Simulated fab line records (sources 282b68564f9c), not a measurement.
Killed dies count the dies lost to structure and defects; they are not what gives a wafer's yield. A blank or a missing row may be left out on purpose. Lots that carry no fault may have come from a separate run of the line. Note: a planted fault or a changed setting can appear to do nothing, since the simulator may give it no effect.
Which tool did it? || flow ritCmos || 21 wafers from 7 lots sampled at 2 of the route's 202 steps

== WHAT THE GAUGES READ, wafer by wafer ==
RIT_SPACER_THK_MEAS_04.
{"lot": "L726", "measured": "day 3 03:37", "on": "filmMetro-02", "SPACER_NITRIDE_THK (nm)": "251.0 252.4 251.5"}
{"lot": "L729", "measured": "day 3 18:52", "on": "filmMetro-01", "SPACER_NITRIDE_THK (nm)": "250.0 251.2 252.1"}
{"lot": "L732", "measured": "day 4 07:54", "on": "filmMetro-01", "SPACER_NITRIDE_THK (nm)": "250.9 250.1 250.9"}
{"lot": "L735", "measured": "day 5 01:09", "on": "filmMetro-02", "SPACER_NITRIDE_THK (nm)": "251.0 248.9 248.9"}
{"lot": "L741", "measured": "day 6 07:52", "on": "filmMetro-02", "SPACER_NITRIDE_THK (nm)": "502.0 495.9 496.0"}
{"lot": "L744", "measured": "day 6 21:20", "on": "filmMetro-04", "SPACER_NITRIDE_THK (nm)": "248.7 249.9 250.4"}
{"lot": "L748", "measured": "day 7 16:56", "on": "filmMetro-02", "SPACER_NITRIDE_THK (nm)": "252.3 250.4 250.9"}

== EACH LOT AND THE TOOL THAT RAN IT (in order: tool; ch and the chambers of the sampled wafers; start) ==
{"lot": "L726", "RIT_SPACER_CVD_03": "lpcvd-02 ch 0, day 3 01:42"}
{"lot": "L729", "RIT_SPACER_CVD_03": "lpcvd-01 ch 1, day 3 16:56"}
{"lot": "L732", "RIT_SPACER_CVD_03": "lpcvd-01 ch 0, day 4 05:59"}
{"lot": "L735", "RIT_SPACER_CVD_03": "lpcvd-01 ch 1, day 4 23:14"}
{"lot": "L741", "RIT_SPACER_CVD_03": "lpcvd-02 ch 0, day 6 03:51"}
{"lot": "L744", "RIT_SPACER_CVD_03": "lpcvd-01 ch 1, day 6 19:25"}
{"lot": "L748", "RIT_SPACER_CVD_03": "lpcvd-01 ch 0, day 7 15:01"}
- RIT_SPACER_CVD_03: deposits Si3N4 from SiH2Cl2/NH3, target thk 250 nm, time 3300 s.

== THE ANSWER, worked out from the rows above alone ==
Rule: what is usual is taken from the lots themselves. Put in order of their means at a reading, lots are off if they are a third of the lots or fewer, leave a main group of 4 or more, and stand apart from it by a gap of 3 or more times the standard deviation of the main group's means; of several such gaps the widest counts. A main group is skipped when, at the precision printed for the reading in the tables above, its means are all equal. Also off: a lot with no number at a reading for which 4 or more lots have one. Any other lot the step has rows for is counted as sound.
Off: L741, at RIT_SPACER_THK_MEAS_04 (SPACER_NITRIDE_THK). For the main group the mean is 250.6 nm and the standard deviation 0.77.
If a tool, at a process step before that reading, ran all the lots that are off and no sound lot after the first of them, it fits. Gauges at RIT_SPACER_THK_MEAS_04: tried the same way as those tools. One fits: RIT_SPACER_CVD_03 on lpcvd-02. Its last sound lot is L726 (day 3 01:42), its first lot that is off L741 (day 6 03:51): a fault that began between those two fits.

== WHAT WAS PUT IN BY THE SIMULATOR ==
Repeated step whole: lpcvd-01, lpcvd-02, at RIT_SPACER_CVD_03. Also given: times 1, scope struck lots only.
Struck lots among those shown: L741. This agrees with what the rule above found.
